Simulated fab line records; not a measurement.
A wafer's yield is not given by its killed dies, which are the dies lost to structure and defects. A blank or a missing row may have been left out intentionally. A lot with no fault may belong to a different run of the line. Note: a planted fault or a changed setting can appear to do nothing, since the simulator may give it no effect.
Struck lot and sound lot, side by side	flow rit-cmos	39 out of 202 route steps
Sound: these wafers, L150.1, L150.4, L150.6. The struck wafers were L152.1, L152.3, L152.4. The cause is given at the end.
For every step that has rows: the tool of each side, followed by ch and its chambers, followed by its first start. Under that, the readings that differ: sound wafers	struck wafers	difference of the means	sigmas: that difference in standard deviations of wafers without a fault.
alike: words and numbers the same on both sides, and readings whose means are apart by under 2 such deviations; not compared: readings that were withheld, readings missing a value for some wafer, numbers with overlapping values and no deviation given by the record, and bounds like >300 which may hide the same value.
The two part at a step that has a row with sigmas, a row that says differs or no value, or rows on one side only. When numbers do not overlap yet have no deviation, they are printed without sigmas and do not part them. A reading that every wafer of one side lacks parts them only if that side has two wafers or more.

first, 3 steps without rows for these wafers: RIT_GATE_EXPOSE_13 (exposes mask M6, target cd 150 nm); RIT_GATE_PEB_14; RIT_GATE_DEVELOP_15 (develop time 50 s).
RIT_GATE_CD_MEAS_16 targets a cd of 150 nm.
  struck on cd-sem-02, day 3 18:58; sound on cd-sem-01, day 3 09:48
  alike: cd-nm
RIT_GATE_OVL_MEAS_17:
  struck on overlay-02, day 3 19:05; sound on overlay-01, day 3 09:55
  alike: GATE_OVL
then, 1 step without rows for these wafers: RIT_GATE_HARDBAKE_18 (time 60 s).
RIT_GATE_ETCH_19: etches poly-Si in SF6/CHF3/O2, stops on SiO2, time 165 s, target depth 312.5 nm.
  sound on rie-si-01 ch 1,3, day 3 10:06; struck on rie-si-01 ch 0,1,3, day 3 19:22
  alike: drypump-motor-current-A, oes-product-au, throttle-valve-pct
  not compared: rf-hours-counter-h
RIT_GATE_STRIP_20: strips in O2, time 180 s.
  sound on plasma-asher-01 ch 1, day 3 10:13; struck on plasma-asher-02 ch 0,1, day 3 19:29
  alike: drypump-motor-current-A
  not compared: rf-hours-counter-h
RIT_GATE_CD_MEAS_90 targets a cd of 150 nm.
  struck on cd-sem-02, day 3 19:40; sound on cd-sem-01, day 3 10:23
  alike: cd-nm
then, 3 steps without rows for these wafers: RIT_REOX_CLEAN_00 (cleans in SC1, time 600 s); RIT_REOX_CLEAN_01 (cleans in dHF, time 30 s); RIT_REOX_CLEAN_02 (cleans in SC2, time 600 s).
RIT_REOX_OXIDATION_03: target thk 25.2 nm, ox time 5580 s.
  sound on furnace-02 ch 0, day 3 10:52; struck on furnace-02 ch 0, day 3 20:08
reading	sound	struck	difference	sigmas
ox-time-s (s)	5580 5580 5580	6696 6696 6696	+1116	
model.SiO2_of_REOX_OXIDATION_03.thk-nm (nm)	25.31 25.41 25.7	28.04 27.96 27.5	+2.36	
  alike: ox-temp-c, ox-temp-c-max
RIT_REOX_THK_MEAS_04:
  struck on film-metro-01, day 3 22:41; sound on film-metro-02, day 3 13:25
reading	sound	struck	difference	sigmas
REOX_OXIDE_THK (nm)	25.3 25.5 25.6	28.0 28.0 27.5	+2.4	+6
then, 6 steps without rows for these wafers: RIT_NLDD_HMDS_00 (prime time 60 s); RIT_NLDD_COAT_01 (resist thk 1000 nm); RIT_NLDD_SOFTBAKE_02 (time 60 s); RIT_NLDD_EXPOSE_03 (exposes mask M7, target cd 40700 nm); RIT_NLDD_PEB_04; RIT_NLDD_DEVELOP_05 (develop time 50 s).
RIT_NLDD_OVL_MEAS_06:
  struck on overlay-01, day 3 23:44; sound on overlay-01, day 3 14:28
  alike: NLDD_OVL
then, 2 steps without rows for these wafers: RIT_NLDD_HARDBAKE_07 (time 60 s); RIT_NLDD_IMPLANT_08.
RIT_NLDD_STRIP_09: strips in O2, time 180 s.
  sound on plasma-asher-03 ch 0,1, day 3 14:48; struck on plasma-asher-02 ch 0,1, day 4 00:04
  alike: drypump-motor-current-A
  not compared: rf-hours-counter-h
RIT_NLDD_TW_MEAS_10:
  struck on film-metro-03, day 4 00:14; sound on film-metro-02, day 3 14:58
  alike: NLDD_TW
then, 6 steps without rows for these wafers: RIT_PLDD_HMDS_00 (prime time 60 s); RIT_PLDD_COAT_01 (resist thk 1000 nm); RIT_PLDD_SOFTBAKE_02 (time 60 s); RIT_PLDD_EXPOSE_03 (exposes mask M8, target cd 40900 nm); RIT_PLDD_PEB_04; RIT_PLDD_DEVELOP_05 (develop time 50 s).
RIT_PLDD_OVL_MEAS_06:
  struck on overlay-02, day 4 01:09; sound on overlay-01, day 3 15:53
reading	sound	struck	difference	sigmas
PLDD_OVL (nm)	-1.7 -1.3 -1.3	2.3 2.6 0.4	+3.2	+2
then, 2 steps without rows for these wafers: RIT_PLDD_HARDBAKE_07 (time 60 s); RIT_PLDD_IMPLANT_08.
RIT_PLDD_STRIP_09: strips in O2, time 180 s.
  sound on plasma-asher-02 ch 0,1, day 3 16:13; struck on plasma-asher-01 ch 0,1, day 4 01:29
  alike: drypump-motor-current-A
  not compared: rf-hours-counter-h
RIT_PLDD_TW_MEAS_10:
  struck on film-metro-02, day 4 01:40; sound on film-metro-02, day 3 16:24
  alike: PLDD_TW
RIT_SPACER_CLEAN_00: cleans in SC1, time 600 s.
  sound on wet-bench-03 ch 2, day 3 16:28; struck on wet-bench-01 ch 2, day 4 01:43
reading	sound	struck	difference	sigmas
model.SiO2_of_REOX_OXIDATION_03.thk-nm (nm)	23.33 23.42 23.69	25.89 25.82 25.39	+2.22	
  alike: bath-guard-temp-C
then, 1 step without rows for these wafers: RIT_SPACER_CLEAN_01 (cleans in dHF, time 30 s).
RIT_M1_PROBE_99:
  struck on prober-01, day 4 15:11; sound on prober-01, day 4 06:40
reading	sound	struck	difference	sigmas
model.etest.pmos-turned.r-on-ohm-um	3655 3700 3691	4101 4136 3978	+390	
model.etest.pmos_0p3.r-on-ohm-um	6510 6596 6571	6612 6710 6599	+81	
model.etest.pmos_0p15.r-on-ohm-um	2879 2940 2935	3086 3156 3070	+186	
model.etest.pldd.rs-ohm-sq	569.9 570 588.1	684.6 686.7 641.7	+95.0	
model.etest.nmos_0p15.r-on-ohm-um	1098 1173 1170	1264 1254 1240	+106	
model.etest.nmos_0p3.r-on-ohm-um	2191 2216 2199	2253 2262 2225	+45	
model.etest.nldd.rs-ohm-sq	392.7 394.1 399.6	466.5 462 452.9	+65.0	
model.etest.nmos-turned.drive-ua-um	304.1 308.3 298.9	241.9 245.3 256.7	-55.8	
  alike: killed-at-front-end, killed-dies, killed-on-rim, killed-open, killed-short

## WHERE THEY PART
First at RIT_REOX_THK_MEAS_04; last, within this record, at RIT_PLDD_OVL_MEAS_06. Later steps at which nothing parts them and some readings are alike: RIT_PLDD_STRIP_09, RIT_PLDD_TW_MEAS_10, RIT_SPACER_CLEAN_00, RIT_M1_PROBE_99.

WHY: what the simulator had put in
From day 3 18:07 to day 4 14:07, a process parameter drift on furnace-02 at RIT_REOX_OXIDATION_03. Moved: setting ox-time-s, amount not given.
